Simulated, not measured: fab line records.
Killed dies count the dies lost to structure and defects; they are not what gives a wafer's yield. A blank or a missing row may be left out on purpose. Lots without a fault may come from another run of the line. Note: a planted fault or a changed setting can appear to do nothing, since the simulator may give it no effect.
Struck lot and sound lot, side by side + flow berkeley_cmos170 + 13 out of 331 route steps
Sound: the wafers L718.1, L718.2, L718.5. Struck: wafers L714.3, L714.4, L714.6. The cause is named last.
Order at every step that has rows: each side's tool, ch and its chambers, its first start. Under that, the readings that differ: sound wafers + struck wafers + difference of the means + sigmas: that difference in standard deviations of wafers without a fault.
alike: words and numbers the same on both sides, and readings whose means are apart by under 2 such deviations; not compared: readings that were withheld, readings missing a value for some wafer, numbers with overlapping values and no deviation given by the record, and bounds like >300 which may hide the same value.
The two part at a step that has a row with sigmas, a row that says differs or no value, or rows on one side only. Non-overlapping numbers with no deviation appear without sigmas and do not part them. Lack of a reading on every wafer of one side parts them only where that side has two or more wafers.

UCB170_START_BOW_MEAS_00:
  struck on film_metro-03, day 4 18:02; sound on film_metro-02, day 5 14:00
  alike: INCOMING_BOW
then, 2 steps without rows for these wafers: UCB170_START_CLEAN_01 (cleans in dHF, time 60 s); UCB170_START_OXIDATION_02 (target thk 20 nm, ox time 1800 s).
UCB170_START_THK_MEAS_03:
  struck on film_metro-03, day 4 19:53; sound on film_metro-03, day 5 17:47
  alike: START_OXIDE_THK
then, 6 steps without rows for these wafers: UCB170_START_ANNEAL_04 (time 1200 s); UCB170_ZERO_HMDS_00 (prime time 60 s); UCB170_ZERO_COAT_01 (resist thk 888.1 nm); UCB170_ZERO_SOFTBAKE_02 (time 60 s); UCB170_ZERO_EXPOSE_03 (exposes mask PM MARKS, target cd 4000 nm); UCB170_ZERO_PEB_04.
UCB170_ZERO_DEVELOP_05: develop time 45 s.
  sound on litho_track-02 ch 0, day 6 00:00; struck on litho_track-02, day 5 02:00
  no value came back on the struck wafers for chill_plate_temp_C (C), develop_time_s (s), exhaust_pa (Pa); on the sound wafers chill_plate_temp_C (C) reads 22.90 23.13 22.89
| reading                               | sound             | struck            | difference | sigmas |
|---------------------------------------|-------------------|-------------------|------------|--------|
| model.KrF_of_ZERO_COAT_01.thk_nm (nm) | 874.3 877.8 878.4 | 888.4 889.3 888.1 | +11.8      |        |
UCB170_ZERO_ETCH_06: etches SiO2 in CHF3/CF4/Ar, time 12 s.
  sound on rie_diel-04 ch 2,3, day 6 00:29; struck on rie_diel-03 ch 0,2, day 5 03:04
| reading               | sound             | struck            | difference | sigmas |
|-----------------------|-------------------|-------------------|------------|--------|
| oes_product_au (a.u.) | 0.621 0.618 0.622 | 0.355 0.388 0.362 | -0.252     | -21    |
  alike: CHF3_flow_sccm, cf4_flow_sccm, drypump_motor_current_A, rf_fwd_power_W, throttle_valve_pct
  not compared: rf_hours_counter_h
UCB170_ZERO_STRIP_07: strips in O2.
  sound on plasma_asher-04 ch 0,1, day 6 00:31; struck on plasma_asher-03 ch 0,1, day 5 03:08
| reading                      | sound             | struck            | difference | sigmas |
|------------------------------|-------------------|-------------------|------------|--------|
| strip_time_to_endpoint_s (s) | 21.20 21.29 21.29 | 21.54 21.56 21.52 | +0.28      | +5     |
  alike: drypump_motor_current_A, oes_product_au
  not compared: rf_hours_counter_h

WHERE THEY PART
Earliest at UCB170_ZERO_DEVELOP_05; latest, in this record, at UCB170_ZERO_STRIP_07.

WHY: whatever the simulator had introduced
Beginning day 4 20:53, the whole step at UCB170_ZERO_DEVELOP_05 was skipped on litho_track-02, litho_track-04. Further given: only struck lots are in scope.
